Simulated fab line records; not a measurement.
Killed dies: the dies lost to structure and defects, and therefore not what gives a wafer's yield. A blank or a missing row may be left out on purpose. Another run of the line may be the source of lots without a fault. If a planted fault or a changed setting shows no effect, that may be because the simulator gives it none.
Split-lot trial ; flow rit cmos ; 5 lots, 27 wafers read, on a route of 202 steps

SPLIT DETAILS
At RIT_SPACER_ETCHBACK_05 (etches Si3N4 in SF6/CHF3, stops on SiO2, target depth 250 nm, time 240 s), the setting target depth a was moved away from the recipe's 2500 angstrom on 9 of the 27 wafers read, by -25.0% to +56.8%. This setting was run at the recipe's value on the other wafers.

The split's own step is where the reading is taken.

THE READING
oes product au, in a.u., at RIT_SPACER_ETCHBACK_05 (etches Si3N4 in SF6/CHF3, stops on SiO2, target depth 250 nm, time 240 s). A value of 0.846 a.u. with a standard deviation of 0.018 a.u. is what fault-free wafers of this fab line usually give.

wafer;tool, chamber at the split;target depth a as run, angstrom;against the recipe;oes product au, a.u.;against lot-mates on the recipe
L077.1;rie diel-02, 3;2500;recipe;0.841;-
L077.4;rie diel-02, 1;2500;recipe;0.846;-
L077.5;rie diel-02, 0;2500;recipe;0.877;-
L078.1;rie diel-02, 2;1927;-22.9%;0.977;+0.140
L078.2;rie diel-02, 3;1927;-22.9%;0.952;+0.115
L078.3;rie diel-02, 1;2500;recipe;0.829;-
L078.4;rie diel-02, 1;2500;recipe;0.841;-
L078.5;rie diel-02, 2;2500;recipe;0.840;-
L078.6;rie diel-02, 3;1927;-22.9%;0.959;+0.122
L081.1;rie diel-02, 1;1876;-25.0%;0.953;+0.120
L081.2;rie diel-02, 2;1876;-25.0%;0.965;+0.132
L081.3;rie diel-02, 3;2500;recipe;0.832;-
L081.4;rie diel-02, 2;2500;recipe;0.836;-
L081.5;rie diel-02, 3;2500;recipe;0.830;-
L081.6;rie diel-02, 1;1876;-25.0%;0.958;+0.125
L084.1;rie diel-01, 0;3921;+56.8%;0.671;-0.170
L084.2;rie diel-01, 2;2500;recipe;0.842;-
L084.3;rie diel-01, 1;2500;recipe;0.842;-
L084.4;rie diel-01, 3;3921;+56.8%;0.643;-0.198
L084.5;rie diel-01, 2;2500;recipe;0.838;-
L084.6;rie diel-01, 3;3921;+56.8%;0.631;-0.210
L083.1;rie diel-02, 3;2500;recipe;0.819;-
L083.2;rie diel-02, 1;2500;recipe;0.836;-
L083.3;rie diel-02, 2;2500;recipe;0.836;-
L083.4;rie diel-02, 0;2500;recipe;0.837;-
L083.5;rie diel-02, 3;2500;recipe;0.828;-
L083.6;rie diel-02, 2;2500;recipe;0.847;-

THE FIT
A straight line over all 27 wafers: oes product au changes by -0.00382 a.u. for each +1% of target depth a; r = -0.98; the points scatter about the line by 0.019 a.u.
The same after taking each lot's own level away (the mean of its wafers on the recipe; 27 wafers): -0.0039 a.u. for each +1%; r = -0.98; scatter 0.019 a.u.
The reading moves by 0.22 a.u. for the largest change in target depth a, on that fit.
Measured against the standard deviation above, the lots' own levels, which go from 0.8327 to 0.8547 a.u., span 1.2 times it.
The two slopes are in agreement: the lot-to-lot level therefore moves the slope only a little.
Check: with one of the wafers moved furthest among these (+56.8%) left out of the fit, the line predicts -0.227 a.u. for it against its lot-mates. It came out at -0.17 a.u. against them.
Tool readings at the split's step, against how far the setting was moved: oes product au r = -0.98.

THE WHOLE CHAIN: every reading that the file lists as answering this split, in the file's order
step;what it does;reading;change (the file's fit);r (the file's)
RIT_SPACER_ETCHBACK_05;etches Si3N4 in SF6/CHF3, stops on SiO2, target depth 250 nm, time 240 s;oes product au;-0.00388 a.u. for each +1% of the setting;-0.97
RIT_SPACER_ETCHBACK_05;etches Si3N4 in SF6/CHF3, stops on SiO2, target depth 250 nm, time 240 s;poly-Si_of_GATE_CVD_08.thk nm (the simulator's own value, which no gauge read);-0.495 nm for each +1% of the setting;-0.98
RIT_SPACER_ETCHBACK_05;etches Si3N4 in SF6/CHF3, stops on SiO2, target depth 250 nm, time 240 s;Si3N4_of_SPACER_CVD_03.thk nm (the simulator's own value, which no gauge read);-0.434 nm for each +1% of the setting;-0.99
RIT_SDANNEAL_CLEAN_00;cleans in SC1, time 600 s;SiO2_of_FOX2_OXIDATION_00.thk nm (the simulator's own value, which no gauge read);-0.419 nm for each +1% of the setting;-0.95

THE FILE'S OWN FIT
oes product au changes by -0.00388 a.u. for each +1% of target depth a, r = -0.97.
